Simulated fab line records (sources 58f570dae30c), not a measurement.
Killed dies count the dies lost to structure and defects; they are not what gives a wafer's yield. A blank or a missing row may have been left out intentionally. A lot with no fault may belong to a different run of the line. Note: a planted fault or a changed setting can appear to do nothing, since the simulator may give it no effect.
The tool behind it: which one? / flow berkeley cmos170 / 13 lots, 39 wafers sampled, at 3 steps of a route of 331

## WHAT THE GAUGES SHOWED, per wafer
UCB170_M1_RS_MEAS_01: uses a four-point probe to measure. Usual: M1_AL_RS typically reads 0.0487 ohm/sq, with standard deviation 0.00046.
lot=L467; measured=day 6 23:03; on=film metro-04; M1_AL_RS (ohm/sq)=0.0476 0.0483 0.0487; flag=
lot=L469; measured=day 7 03:38; on=film metro-04; M1_AL_RS (ohm/sq)=0.0484 0.0480 0.0480; flag=
lot=L471; measured=day 7 23:39; on=film metro-03; M1_AL_RS (ohm/sq)=0.0483 0.0480 0.0476; flag=
lot=L473; measured=day 8 09:49; on=film metro-03; M1_AL_RS (ohm/sq)=0.0489 0.0484 0.0490; flag=
lot=L474; measured=day 8 09:50; on=film metro-04; M1_AL_RS (ohm/sq)=0.0488 0.0497 0.0491; flag=
lot=L479; measured=day 9 19:01; on=film metro-01; M1_AL_RS (ohm/sq)=0.0463 0.0488 0.0492; flag=
lot=L481; measured=day 9 23:56; on=film metro-04; M1_AL_RS (ohm/sq)=0.0486 0.0479 0.0483; flag=
lot=L483; measured=day 10 00:22; on=film metro-03; M1_AL_RS (ohm/sq)=0.0485 0.0487 0.0488; flag=
lot=L484; measured=day 10 10:10; on=film metro-04; M1_AL_RS (ohm/sq)=0.0486 0.0487 0.0495; flag=
lot=L485; measured=day 10 10:31; on=film metro-01; M1_AL_RS (ohm/sq)=0.0490 0.0492 0.0487; flag=
lot=L487; measured=day 11 08:49; on=film metro-04; M1_AL_RS (ohm/sq)=0.0489 0.0491 0.0484; flag=
lot=L488; measured=day 11 10:37; on=film metro-01; M1_AL_RS (ohm/sq)=0.0487 0.0481 0.0486; flag=
lot=L490; measured=day 11 19:30; on=film metro-01; M1_AL_RS (ohm/sq)=0.0496 0.0486 0.0485; flag=

UCB170_M1_THK_MEAS_02: measures by xrf. Usual: M1_AL_THK typically reads 598 nm, with standard deviation 6.
lot=L467; measured=day 6 23:10; on=film metro-04; M1_AL_THK (nm)=613 604 601; flag=
lot=L469; measured=day 7 03:46; on=film metro-04; M1_AL_THK (nm)=597 609 604; flag=
lot=L471; measured=day 7 23:46; on=film metro-03; M1_AL_THK (nm)=603 606 609; flag=
lot=L473; measured=day 8 09:56; on=film metro-03; M1_AL_THK (nm)=593 600 593; flag=
lot=L474; measured=day 8 09:57; on=film metro-04; M1_AL_THK (nm)=596 588 594; flag=
lot=L479; measured=day 9 19:07; on=film metro-01; M1_AL_THK (nm)=624 593 585; flag=
lot=L481; measured=day 10 00:04; on=film metro-04; M1_AL_THK (nm)=599 613 600; flag=
lot=L483; measured=day 10 00:29; on=film metro-03; M1_AL_THK (nm)=597 598 595; flag=
lot=L484; measured=day 10 10:17; on=film metro-04; M1_AL_THK (nm)=604 601 597; flag=
lot=L485; measured=day 10 10:37; on=film metro-01; M1_AL_THK (nm)=593 592 598; flag=
lot=L487; measured=day 11 08:56; on=film metro-04; M1_AL_THK (nm)=594 592 606; flag=
lot=L488; measured=day 11 10:44; on=film metro-01; M1_AL_THK (nm)=596 606 598; flag=
lot=L490; measured=day 11 19:37; on=film metro-01; M1_AL_THK (nm)=591 598 601; flag=

## WHAT TOOL EACH LOT RAN ON (gives the tool, then ch and the chambers of the sampled wafers, and finally the start)
lot=L467; UCB170_M1_SPUTTER_00=pvd sputter-03, day 6 22:59
lot=L469; UCB170_M1_SPUTTER_00=pvd sputter-04, day 7 03:35
lot=L471; UCB170_M1_SPUTTER_00=pvd sputter-04, day 7 23:35
lot=L473; UCB170_M1_SPUTTER_00=pvd sputter-03, day 8 09:46
lot=L474; UCB170_M1_SPUTTER_00=pvd sputter-02, day 8 09:46
lot=L479; UCB170_M1_SPUTTER_00=pvd sputter-04, day 9 18:55
lot=L481; UCB170_M1_SPUTTER_00=pvd sputter-03, day 9 23:53
lot=L483; UCB170_M1_SPUTTER_00=pvd sputter-03, day 10 00:19
lot=L484; UCB170_M1_SPUTTER_00=pvd sputter-02, day 10 10:06
lot=L485; UCB170_M1_SPUTTER_00=pvd sputter-03, day 10 10:26
lot=L487; UCB170_M1_SPUTTER_00=pvd sputter-02, day 11 08:44
lot=L488; UCB170_M1_SPUTTER_00=pvd sputter-03, day 11 10:33
lot=L490; UCB170_M1_SPUTTER_00=pvd sputter-03, day 11 19:25
- UCB170_M1_SPUTTER_00: material Al, target thk 600 nm, time 80 s.

## AS READ BY THE TOOLS THEMSELVES (means over the sampled wafers that have a number; for cases with no such wafer, the mark the record gives instead)
UCB170_M1_SPUTTER_00. Usual: cathode dc power W 6000.1 W, standard deviation 1.1; chamber pressure pa 0.4999 Pa, standard deviation 0.0012; throttle valve pct 30.5 %, standard deviation 1.2.
lot=L467; tool=pvd sputter-03; cathode dc power W (W)=5999.9; chamber pressure pa (Pa)=0.4995; throttle valve pct (%)=31.3; flag=
lot=L469; tool=pvd sputter-04; cathode dc power W (W)=6000.9; chamber pressure pa (Pa)=0.4998; throttle valve pct (%)=30.8; flag=
lot=L471; tool=pvd sputter-04; cathode dc power W (W)=6000.0; chamber pressure pa (Pa)=0.4991; throttle valve pct (%)=30.8; flag=
lot=L473; tool=pvd sputter-03; cathode dc power W (W)=6000.2; chamber pressure pa (Pa)=0.4996; throttle valve pct (%)=31.4; flag=
lot=L474; tool=pvd sputter-02; cathode dc power W (W)=6000.7; chamber pressure pa (Pa)=0.4999; throttle valve pct (%)=30.7; flag=
lot=L479; tool=pvd sputter-04; cathode dc power W (W)=5999.5; chamber pressure pa (Pa)=0.4991; throttle valve pct (%)=30.7; flag=
lot=L481; tool=pvd sputter-03; cathode dc power W (W)=6000.4; chamber pressure pa (Pa)=0.5003; throttle valve pct (%)=31.0; flag=
lot=L483; tool=pvd sputter-03; cathode dc power W (W)=6000.4; chamber pressure pa (Pa)=0.5003; throttle valve pct (%)=31.4; flag=
lot=L484; tool=pvd sputter-02; cathode dc power W (W)=6000.7; chamber pressure pa (Pa)=0.5002; throttle valve pct (%)=29.3; flag=
lot=L485; tool=pvd sputter-03; cathode dc power W (W)=5999.9; chamber pressure pa (Pa)=0.4991; throttle valve pct (%)=31.2; flag=
lot=L487; tool=pvd sputter-02; cathode dc power W (W)=6000.2; chamber pressure pa (Pa)=0.4998; throttle valve pct (%)=29.4; flag=
lot=L488; tool=pvd sputter-03; cathode dc power W (W)=6000.1; chamber pressure pa (Pa)=0.4996; throttle valve pct (%)=30.7; flag=
lot=L490; tool=pvd sputter-03; cathode dc power W (W)=5998.7; chamber pressure pa (Pa)=0.5000; throttle valve pct (%)=31.1; flag=

## THE ANSWER, worked out from the rows above alone
Rule: lot off if the mean of its wafers having a number is beyond 3 standard deviations from the usual mean. A lot without any number at a reading at which 4 lots or more have one is off too. Any other lot the step has rows for is counted as sound. After the gauges, taken in route order, come the tools' own readings; for these a lot's mean is taken, as printed above. At the first step where some lot is off, the reading lying furthest off is the one used; lots without a number count as furthest.
No lot is off at any reading shown: from this, nothing can be told.

## WHAT THE SIMULATOR HAD INSERTED
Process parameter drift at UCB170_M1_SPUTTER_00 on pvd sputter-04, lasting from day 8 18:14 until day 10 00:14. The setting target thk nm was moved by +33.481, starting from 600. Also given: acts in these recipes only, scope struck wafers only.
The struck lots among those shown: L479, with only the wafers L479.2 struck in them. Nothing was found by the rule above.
